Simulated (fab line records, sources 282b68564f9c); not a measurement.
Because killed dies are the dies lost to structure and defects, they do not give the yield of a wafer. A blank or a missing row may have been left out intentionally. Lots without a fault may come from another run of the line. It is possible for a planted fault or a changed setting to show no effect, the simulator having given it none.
Check for tools in common || flow rit-cmos || Lots sampled 15, wafers sampled 45

## WHY IT WAS OPENED
Of 15 lots, 3 have the reading NRETRO_TW flagged at RIT_NRETRO_TW_MEAS_10. No-fault wafers: 1045, standard deviation 7.6.
Rule: flag the lot when none of its wafers has a number, or when each of its wafers that has one lies beyond 4 standard deviations from that mean. The rest of the lots are taken to be sound.

{"lot": "L793", "measured": "day 3 03:49", "on": "film-metro-01", "NRETRO_TW, wafer by wafer": "1047 1054 1055", "flag": ""}
{"lot": "L794", "measured": "day 3 08:11", "on": "film-metro-01", "NRETRO_TW, wafer by wafer": "1049 1051 1052", "flag": ""}
{"lot": "L795", "measured": "day 3 11:13", "on": "film-metro-01", "NRETRO_TW, wafer by wafer": "1048 1054 1046", "flag": ""}
{"lot": "L796", "measured": "day 3 14:34", "on": "film-metro-01", "NRETRO_TW, wafer by wafer": "1053 1057 1054", "flag": ""}
{"lot": "L797", "measured": "day 3 18:49", "on": "film-metro-03", "NRETRO_TW, wafer by wafer": "1047 1043 1043", "flag": ""}
{"lot": "L798", "measured": "day 4 00:48", "on": "film-metro-01", "NRETRO_TW, wafer by wafer": "1051 1051 1051", "flag": ""}
{"lot": "L799", "measured": "day 4 11:28", "on": "film-metro-04", "NRETRO_TW, wafer by wafer": "1034 1037 1036", "flag": ""}
{"lot": "L800", "measured": "day 4 12:58", "on": "film-metro-03", "NRETRO_TW, wafer by wafer": "1042 1040 1033", "flag": ""}
{"lot": "L803", "measured": "day 5 02:19", "on": "film-metro-01", "NRETRO_TW, wafer by wafer": "936 936 931", "flag": "FLAGGED"}
{"lot": "L804", "measured": "day 5 07:38", "on": "film-metro-04", "NRETRO_TW, wafer by wafer": "929 926 930", "flag": "FLAGGED"}
{"lot": "L805", "measured": "day 5 12:37", "on": "film-metro-03", "NRETRO_TW, wafer by wafer": "948 945 946", "flag": "FLAGGED"}
{"lot": "L810", "measured": "day 6 13:06", "on": "film-metro-04", "NRETRO_TW, wafer by wafer": "1038 1035 1039", "flag": ""}
{"lot": "L811", "measured": "day 6 17:30", "on": "film-metro-03", "NRETRO_TW, wafer by wafer": "1046 1039 1046", "flag": ""}
{"lot": "L812", "measured": "day 6 23:34", "on": "film-metro-03", "NRETRO_TW, wafer by wafer": "1048 1045 1047", "flag": ""}
{"lot": "L813", "measured": "day 7 02:26", "on": "film-metro-03", "NRETRO_TW, wafer by wafer": "1052 1056 1049", "flag": ""}
The mean of the flagged lots' numbers is 936, -109 from the usual (-14 standard deviations).

## WHICH TOOL RAN EACH LOT
The record keeps 1 process step preceding the reading, out of 202 steps on the route. In each cell: the tool, then ch and the chambers that the sampled wafers went through, then the start.
{"lot": "L793", "flag": "", "RIT_NRETRO_IMPLANT_08": "implanter-04 ch 0, day 3 03:29"}
{"lot": "L794", "flag": "", "RIT_NRETRO_IMPLANT_08": "implanter-02 ch 0, day 3 07:52"}
{"lot": "L795", "flag": "", "RIT_NRETRO_IMPLANT_08": "implanter-02 ch 0, day 3 10:54"}
{"lot": "L796", "flag": "", "RIT_NRETRO_IMPLANT_08": "implanter-04 ch 0, day 3 14:14"}
{"lot": "L797", "flag": "", "RIT_NRETRO_IMPLANT_08": "implanter-04 ch 0, day 3 18:31"}
{"lot": "L798", "flag": "", "RIT_NRETRO_IMPLANT_08": "implanter-04 ch 0, day 4 00:28"}
{"lot": "L799", "flag": "", "RIT_NRETRO_IMPLANT_08": "implanter-02 ch 0, day 4 10:59"}
{"lot": "L800", "flag": "", "RIT_NRETRO_IMPLANT_08": "implanter-01 ch 0, day 4 12:40"}
{"lot": "L803", "flag": "FLAGGED", "RIT_NRETRO_IMPLANT_08": "implanter-02 ch 0, day 5 01:52"}
{"lot": "L804", "flag": "FLAGGED", "RIT_NRETRO_IMPLANT_08": "implanter-02 ch 0, day 5 07:20"}
{"lot": "L805", "flag": "FLAGGED", "RIT_NRETRO_IMPLANT_08": "implanter-02 ch 0, day 5 12:19"}
{"lot": "L810", "flag": "", "RIT_NRETRO_IMPLANT_08": "implanter-04 ch 0, day 6 12:47"}
{"lot": "L811", "flag": "", "RIT_NRETRO_IMPLANT_08": "implanter-04 ch 0, day 6 17:13"}
{"lot": "L812", "flag": "", "RIT_NRETRO_IMPLANT_08": "implanter-01 ch 0, day 6 23:14"}
{"lot": "L813", "flag": "", "RIT_NRETRO_IMPLANT_08": "implanter-04 ch 0, day 7 02:06"}
These steps, and what they do:
- RIT_NRETRO_IMPLANT_08
- RIT_NRETRO_TW_MEAS_10

## FLAGGED AGAINST TOTAL, ONE TOOL AT A TIME (gauges that did the reading follow at the end)
{"step": "RIT_NRETRO_IMPLANT_08", "tool": "implanter-01", "lots run": 2, "flagged": 0, "share of the flagged lots": "none", "sound lots run after its first flagged lot": "-"}
{"step": "RIT_NRETRO_IMPLANT_08", "tool": "implanter-02", "lots run": 6, "flagged": 3, "share of the flagged lots": "all", "sound lots run after its first flagged lot": 0}
{"step": "RIT_NRETRO_IMPLANT_08", "tool": "implanter-04", "lots run": 7, "flagged": 0, "share of the flagged lots": "none", "sound lots run after its first flagged lot": "-"}
{"step": "RIT_NRETRO_TW_MEAS_10", "tool": "film-metro-01", "lots run": 6, "flagged": 1, "share of the flagged lots": "some", "sound lots run after its first flagged lot": 0}
{"step": "RIT_NRETRO_TW_MEAS_10", "tool": "film-metro-03", "lots run": 6, "flagged": 1, "share of the flagged lots": "some", "sound lots run after its first flagged lot": "3 (L811,L812,L813)"}
{"step": "RIT_NRETRO_TW_MEAS_10", "tool": "film-metro-04", "lots run": 3, "flagged": 1, "share of the flagged lots": "some", "sound lots run after its first flagged lot": "1 (L810)"}

## WHAT THE TABLE PERMITS
In the table, 1 row covers all flagged lots: implanter-02 at RIT_NRETRO_IMPLANT_08.
- implanter-02 at RIT_NRETRO_IMPLANT_08 ran 6 lots, 3 of them flagged. A fault beginning between L799 (day 4 10:59), its last sound lot, and L803 (day 5 01:52), its first flagged one, fits the data. Its own readings (beam-energy-keV) fall more than 4 standard deviations out on all wafers of the flagged lots.
Left over: one tool, implanter-02 at RIT_NRETRO_IMPLANT_08.

## WHAT THE SIMULATOR HAD PUT IN
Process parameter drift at RIT_NRETRO_IMPLANT_08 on implanter-02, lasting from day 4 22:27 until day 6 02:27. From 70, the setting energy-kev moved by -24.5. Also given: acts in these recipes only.
Struck lots among those shown: L803, L804, L805. The rule above reached the same finding.
